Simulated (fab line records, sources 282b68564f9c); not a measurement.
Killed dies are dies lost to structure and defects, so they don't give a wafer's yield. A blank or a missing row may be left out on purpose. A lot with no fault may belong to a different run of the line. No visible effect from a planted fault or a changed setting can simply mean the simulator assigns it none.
Commonality check across tools    flow rit_cmos    Lots sampled 14, wafers sampled 42

## WHY IT WAS OPENED
RIT_PSD_TW_MEAS_10, reading PSD_TW: flagged on 2 of 14 lots. Wafers without a fault read 3403, standard deviation 28.
Rule: a lot gets a flag if all its wafers with a number sit over 4 standard deviations from that mean, or if no wafer of it has a number. All remaining lots are regarded as sound.

lot   measured     on             PSD_TW, wafer by wafer  flag
L837  day 3 04:28  film_metro-02  3350 3350 3361          
L838  day 3 12:22  film_metro-02  3373 3370 3375          
L840  day 3 21:16  film_metro-04  3417 3402 3418          
L839  day 3 21:33  film_metro-03  3423 3430 3431          
L841  day 3 22:58  film_metro-04  3436 3438 3443          
L842  day 4 03:17  film_metro-04  3426 3426 3451          
L843  day 4 15:29  film_metro-04  3416 3439 3442          
L846  day 5 03:03  film_metro-03  3404 3405 3411          
L847  day 5 05:01  film_metro-02  3334 3346 3350          
L848  day 5 12:01  film_metro-03  30 30 30                FLAGGED
L849  day 5 15:10  film_metro-04  3416 3413 3418          
L850  day 5 20:55  film_metro-03  3422 3409 3396          
L851  day 5 23:31  film_metro-03  30 30 30                FLAGGED
L858  day 7 10:56  film_metro-04  3390 3379 3387          
The numbers of the flagged lots are 30 on average: -3373 against the usual, or -99 or more standard deviations.

## LOT BY LOT: THE TOOL USED
The record keeps 1 process step preceding the reading, out of 202 steps on the route. Read each cell as the tool, then ch plus the chambers that the sampled wafers visited, then the start.
lot   flag     RIT_PSD_DEVELOP_05
L837           litho_track-04 ch 0, day 3 03:00
L838           litho_track-02 ch 0, day 3 11:00
L840           litho_track-02 ch 0, day 3 20:00
L839           litho_track-02 ch 0, day 3 20:00
L841           litho_track-04 ch 0, day 3 22:00
L842           litho_track-04 ch 0, day 4 02:00
L843           litho_track-04 ch 0, day 4 14:00
L846           litho_track-01 ch 0, day 5 02:00
L847           litho_track-01 ch 0, day 5 04:00
L848  FLAGGED  litho_track-01 ch 0, day 5 11:00
L849           litho_track-04 ch 0, day 5 14:00
L850           litho_track-04 ch 0, day 5 20:00
L851  FLAGGED  litho_track-01 ch 0, day 5 22:00
L858           litho_track-04 ch 0, day 7 10:00
What the steps here do:
- RIT_PSD_DEVELOP_05: develop time 50 s.
- RIT_PSD_TW_MEAS_10

## FLAGGED OVER TOTAL, TOOL BY TOOL (the gauges that took the reading come last)
step                tool            lots run  flagged  share of the flagged lots  sound lots run after its first flagged lot
RIT_PSD_DEVELOP_05  litho_track-01  4         2        all                        0
RIT_PSD_DEVELOP_05  litho_track-02  3         0        none                       -
RIT_PSD_DEVELOP_05  litho_track-04  7         0        none                       -
RIT_PSD_TW_MEAS_10  film_metro-02   3         0        none                       -
RIT_PSD_TW_MEAS_10  film_metro-03   5         2        all                        1 (L850)
RIT_PSD_TW_MEAS_10  film_metro-04   6         0        none                       -

## WHAT THE TABLE ALLOWS
2 rows of the table ran every flagged lot: litho_track-01 at RIT_PSD_DEVELOP_05, film_metro-03 at RIT_PSD_TW_MEAS_10.
- litho_track-01 at RIT_PSD_DEVELOP_05 ran 4 lots, 2 of them flagged. A fault beginning between L847 (day 5 04:00), its last sound lot, and L848 (day 5 11:00), its first flagged one, fits the data.
- film_metro-03 at RIT_PSD_TW_MEAS_10 ran 5 lots, 2 of them flagged. Sound lots followed the first flagged one (L850) on it, something a lasting fault affecting the whole tool could not allow.
One tool is left: litho_track-01 at RIT_PSD_DEVELOP_05.

## WHAT WAS PUT IN BY THE SIMULATOR
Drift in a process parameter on litho_track-01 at RIT_PSD_DEVELOP_05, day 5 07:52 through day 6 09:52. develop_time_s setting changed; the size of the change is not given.
Lots struck among those shown: L848, L851. This agrees with what the rule above found.
